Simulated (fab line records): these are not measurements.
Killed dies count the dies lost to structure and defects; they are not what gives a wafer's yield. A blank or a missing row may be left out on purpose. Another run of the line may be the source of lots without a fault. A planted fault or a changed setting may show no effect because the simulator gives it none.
fab line records	flow berkeleyCmos170
record lots=6	wafers=18	lastDay=12
route steps=331 shown NVT@107 PVT@115
lots with no fault: from the same line, run without faults
startH: hours from the record's opening day to when the first of the lot's shown wafers began	waitH: time in hours since the lot's previous step	" repeats the value in the row above	L1.1+2: one row covering several wafers at once	- either no value or no given start	* or withheld: withheld	< > ~ a bound
route shown NAME@n: NAME is a module with steps in the file, n the number in the route of the first one	usual: average and standard deviation across the fault-free wafers	same: alike in all rows	chamber/n: place in a boat	sites: each site's reading	_std_site: standard deviation of those values	_edge_site: mean of outer sites minus mean of inner sites	radiusMm: for every site, how far away it sits from the centre of the wafer	mask NAME#n: copy n	behind: the last tool/chamber to shape the wafer	hold: what put the lot on hold/how long, in hours/how the hold closed	device: whichever transistor did not switch (one of n, p or np)	end of line: tests run on the same wafers once the route is complete	step lacking rows: just its recipe	killed: at the first sort, the dies lost to defects and structure; wafer yield is something else	map: dies across one wafer; x = killed, . = not, _ = none there
set.NAME: the setting the step ran with; set.NAME@STEP: the setting that earlier step ran with	model.NAME: the simulator's own value behind a step, which no gauge read
a table for each step, a row for each wafer; lots at some steps of the route
services: a tool's chamber out of use, with start hour (startH, from the record's first day; less than 0 if before it), hours out, and reason
## steps
# step UCB170_NVT_EXPOSE_03
# recipe maskId=PWELL	targetCdNm=3000	na=0.5	sigmaOuter=0.6	sourceShape=conventional	doseMj=30
# step UCB170_NVT_PEB_04
# recipe pebTempC=130	pebTimeS=withheld	resist=KrF
# step UCB170_NVT_DEVELOP_05
# recipe developer=TMAH	developTimeS=45	resist=KrF	devTempC=21
# step UCB170_NVT_OVL_MEAS_06
# usual NVT_OVL=1/6.1
lot.wafer	tool	chamber	startH	waitH	NVT_OVL[nm]
L859.1	overlay-01	-	117.62	-	-1
L859.5	"	-	"	"	0
L859.6	"	-	"	"	0
L871.3	overlay-01	-	173.07	-	2
L871.5	"	-	"	"	9
L871.6	"	-	"	"	-3
L874.2	overlay-01	-	182.65	-	7
L874.3	"	-	"	"	5
L874.4	"	-	"	"	-3
L878.1	overlay-02	-	196.93	-	-2
L878.3	"	-	"	"	0
L878.5	"	-	"	"	0
L876.3	overlay-01	-	197.26	-	-8
L876.4	"	-	"	"	-2
L876.5	"	-	"	"	-4
L880.2	overlay-02	-	217.59	-	13
L880.3	"	-	"	"	3
L880.4	"	-	"	"	13
# step UCB170_NVT_IMPLANT_07
# recipe species=BF2	doseCm2=3e+12	energyKev=50	tiltDeg=7
# step UCB170_NVT_STRIP_08
# recipe chemistry=O2	powerW=400	pressureMtorr=3500	platenTempC=withheld	o2FlowSccm=400	overashFraction=0.5
# usual drypumpMotorCurrentA=5.6/0.49	oesProductAu=0.734/0.0045	stripTimeToEndpointS=21.65/0.065
lot.wafer	tool	chamber	startH	waitH	drypumpMotorCurrentA	oesProductAu	rfHoursCounterH	stripTimeToEndpointS
L859.1	plasmaAsher-04	1	117.81	0.1	6.2	0.740	38	21.58
L859.5	"	0	"	"	5.4	0.730	-	21.57
L859.6	"	1	"	"	6.2	0.735	-	21.52
L871.3	plasmaAsher-04	0	173.28	0.1	5.4	0.734	-	21.73
L871.5	"	0	"	"	5.4	0.737	-	21.64
L871.6	"	1	"	"	6.2	0.731	-	21.66
L874.2	plasmaAsher-03	1	182.83	0.1	5.4	0.738	44	21.62
L874.3	"	0	"	"	5.1	0.731	-	21.62
L874.4	"	1	"	"	5.4	0.736	-	21.57
L878.1	plasmaAsher-04	0	197.12	0.1	5.4	0.729	48	21.61
L878.3	"	1	"	"	6.2	0.737	-	21.66
L878.5	"	0	"	"	5.4	0.734	-	21.62
L876.3	plasmaAsher-02	0	197.46	0.1	4.8	0.736	-	21.72
L876.4	"	1	"	"	6.0	0.737	-	21.73
L876.5	"	0	"	"	4.8	0.736	-	21.69
L880.2	plasmaAsher-02	1	217.77	0.1	6.0	0.736	52	21.65
L880.3	"	1	"	"	6.0	0.726	-	21.66
L880.4	"	0	"	"	4.8	0.740	-	21.66
# step UCB170_NVT_TW_MEAS_09
# usual NVT_TW=521/3.4
lot.wafer	tool	chamber	startH	waitH	NVT_TW
L859.1	filmMetro-04	-	117.91	0.1	525
L859.5	"	-	"	"	527
L859.6	"	-	"	"	520
L871.3	filmMetro-01	-	173.36	0.1	520
L871.5	"	-	"	"	520
L871.6	"	-	"	"	521
L874.2	filmMetro-04	-	182.94	0.1	522
L874.3	"	-	"	"	520
L874.4	"	-	"	"	524
L878.1	filmMetro-01	-	197.22	0.1	522
L878.3	"	-	"	"	525
L878.5	"	-	"	"	528
L876.3	filmMetro-03	-	197.55	0.1	518
L876.4	"	-	"	"	520
L876.5	"	-	"	"	518
L880.2	filmMetro-01	-	217.88	0.1	521
L880.3	"	-	"	"	520
L880.4	"	-	"	"	524
# step UCB170_NVT_CLEAN_10
# recipe chemistry=SPM	tempC=120	timeS=600
# step UCB170_PVT_HMDS_00
# recipe primeTimeS=60	primeTempC=100
# step UCB170_PVT_COAT_01
# recipe resist=KrF	spinRpm=1500	resistThkNm=900
# step UCB170_PVT_SOFTBAKE_02
# recipe resist=KrF	tempC=130	timeS=60
# step UCB170_PVT_EXPOSE_03
# recipe maskId=NWELL	targetCdNm=3000	na=0.5	sigmaOuter=0.6	sourceShape=conventional	doseMj=30
# step UCB170_PVT_PEB_04
# recipe pebTempC=130	pebTimeS=withheld	resist=KrF
# usual chillPlateTempC=23.00/0.11	exhaustPa=44.8/0.93
lot.wafer	tool	chamber	startH	waitH	chillPlateTempC	exhaustPa
L859.1	lithoTrack-01	0	119.44	0.2	22.79	45.1
L859.5	"	0	"	"	22.97	42.8
L859.6	"	0	"	"	23.01	45.1
L871.3	lithoTrack-02	-	175.14	0.6	-	-
L871.5	"	-	"	"	-	-
L871.6	"	-	"	"	-	-
L874.2	lithoTrack-02	-	187.29	0.2	-	-
L874.3	"	-	"	"	-	-
L874.4	"	-	"	"	-	-
L878.1	lithoTrack-02	0	199.21	0.6	23.09	45.5
L878.3	"	0	"	"	22.98	45.3
L878.5	"	0	"	"	23.16	44.8
L876.3	lithoTrack-01	0	199.31	0.5	22.92	45.3
L876.4	"	0	"	"	23.08	46.7
L876.5	"	0	"	"	22.89	46.9
L880.2	lithoTrack-02	0	219.01	0.1	22.98	44.7
L880.3	"	0	"	"	23.07	44.4
L880.4	"	0	"	"	23.02	44.1
# step UCB170_PVT_DEVELOP_05
# recipe developer=TMAH	developTimeS=45	resist=KrF	devTempC=21
## services
tool	chamber	startH	hours	kind
plasmaAsher-02	-	134.17	10.2	repair
plasmaAsher-02	-	153.43	1.5	repair
plasmaAsher-04	-	177.67	3.6	repair
## key
firstSign step=UCB170_PVT_PEB_04	reading=toolRecord	direction=missing
effect none on later readings
metAt UCB170_PVT_PEB_04
struckWafers L871.3,L871.5,L871.6,L874.2,L874.3,L874.4
sortLeftOut L871.3,L871.5,L871.6,L874.2,L874.3,L874.4
testerLeftOut L871,L874
fault kind=skippedStepWhole	tool=lithoTrack-02	chamber=-	onsetH=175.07	steps=UCB170_PVT_PEB_04	scope=struckLotsOnly
# testerLeftOut: of these lots the tester's yield and bins aren't shown, on N5 and GAA mostly nor the transistor test; their killed dies are dies lost to structure and defects alone, not to doping, threshold or leakage, so they don't give the yield
# sortLeftOut: the simulated sort isn't trusted on such a fault, so these wafers' sort isn't shown, and their yield isn't known
